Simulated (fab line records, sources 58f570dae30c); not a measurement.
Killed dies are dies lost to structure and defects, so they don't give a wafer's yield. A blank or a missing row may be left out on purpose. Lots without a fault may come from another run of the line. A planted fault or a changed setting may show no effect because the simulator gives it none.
Split-lot experiment | flow berkeley_cmos170 | 5 lots, 23 wafers read, on a route of 331 steps

THE SPLIT
At UCB170_PWELL_CVD_05 (deposits Si3N4 from SiH2Cl2/NH3, target thk 220 nm, time 3300 s), the setting temp_c was moved away from the recipe's 800 C on 15 of the 23 wafers read, by -1.9% to +1.4%. The other wafers ran this setting at the recipe's value.

The file shows no step between the split and the reading.

THE READING
PWELL_NITRIDE_THK, in nm, at UCB170_PWELL_THK_MEAS_06. Fault-free wafers of this fab line usually give 221.2 nm, standard deviation 2.6 nm.

wafer  | tool, chamber at the split | temp_c as run, C | against the recipe | PWELL_NITRIDE_THK, nm | against lot-mates on the recipe
L074.1 | -, -                       | 811              | +1.4%              | 267.7                 | no lot-mate on the recipe
L074.3 | -, -                       | 811              | +1.4%              | 267.9                 | no lot-mate on the recipe
L074.4 | -, -                       | 811              | +1.4%              | 269.8                 | no lot-mate on the recipe
L074.5 | -, -                       | 811              | +1.4%              | 267.0                 | no lot-mate on the recipe
L074.6 | -, -                       | 811              | +1.4%              | 266.2                 | no lot-mate on the recipe
L075.1 | lpcvd-01, 0                | 800              | recipe             | 221.3                 | -
L075.2 | lpcvd-01, 0                | 800              | recipe             | 223.9                 | -
L075.4 | lpcvd-01, 0                | 800              | recipe             | 223.4                 | -
L079.1 | -, -                       | 784.6            | -1.9%              | 170.7                 | no lot-mate on the recipe
L079.2 | -, -                       | 784.6            | -1.9%              | 169.8                 | no lot-mate on the recipe
L079.4 | -, -                       | 784.6            | -1.9%              | 170.0                 | no lot-mate on the recipe
L079.5 | -, -                       | 784.6            | -1.9%              | 170.5                 | no lot-mate on the recipe
L079.6 | -, -                       | 784.6            | -1.9%              | 170.6                 | no lot-mate on the recipe
L081.1 | -, -                       | 808.6            | +1.1%              | 258.5                 | no lot-mate on the recipe
L081.2 | -, -                       | 808.6            | +1.1%              | 257.5                 | no lot-mate on the recipe
L081.3 | -, -                       | 808.6            | +1.1%              | 258.3                 | no lot-mate on the recipe
L081.4 | -, -                       | 808.6            | +1.1%              | 258.4                 | no lot-mate on the recipe
L081.6 | -, -                       | 808.6            | +1.1%              | 259.1                 | no lot-mate on the recipe
L084.1 | -, -                       | 800              | recipe             | 224.2                 | -
L084.2 | -, -                       | 800              | recipe             | 223.1                 | -
L084.3 | -, -                       | 800              | recipe             | 223.3                 | -
L084.4 | -, -                       | 800              | recipe             | 224.9                 | -
L084.5 | -, -                       | 800              | recipe             | 223.9                 | -

THE FIT
A straight line over all 23 wafers: PWELL_NITRIDE_THK changes by +29.5 nm for each +1% of temp_c; r = +1.00; the points scatter about the line by 2 nm.
Too few moved wafers have a lot-mate on the recipe to fit a line with each lot's own level taken away.

THE WHOLE CHAIN: every reading that the file lists as answering this split, in the file's order
step                     | what it does                                                    | reading                                                                       | change (the file's fit)              | r (the file's)
UCB170_PWELL_CVD_05      | deposits Si3N4 from SiH2Cl2/NH3, target thk 220 nm, time 3300 s | Si3N4_of_PWELL_CVD_05.thk_nm (the simulator's own value, which no gauge read) | +29.5 nm for each +1% of the setting | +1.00
UCB170_PWELL_THK_MEAS_06 |                                                                 | PWELL_NITRIDE_THK                                                             | +29.5 for each +1% of the setting    | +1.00

THE FILE'S OWN FIT
PWELL_NITRIDE_THK changes by +29.5 nm for each +1% of temp_c, r = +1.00.
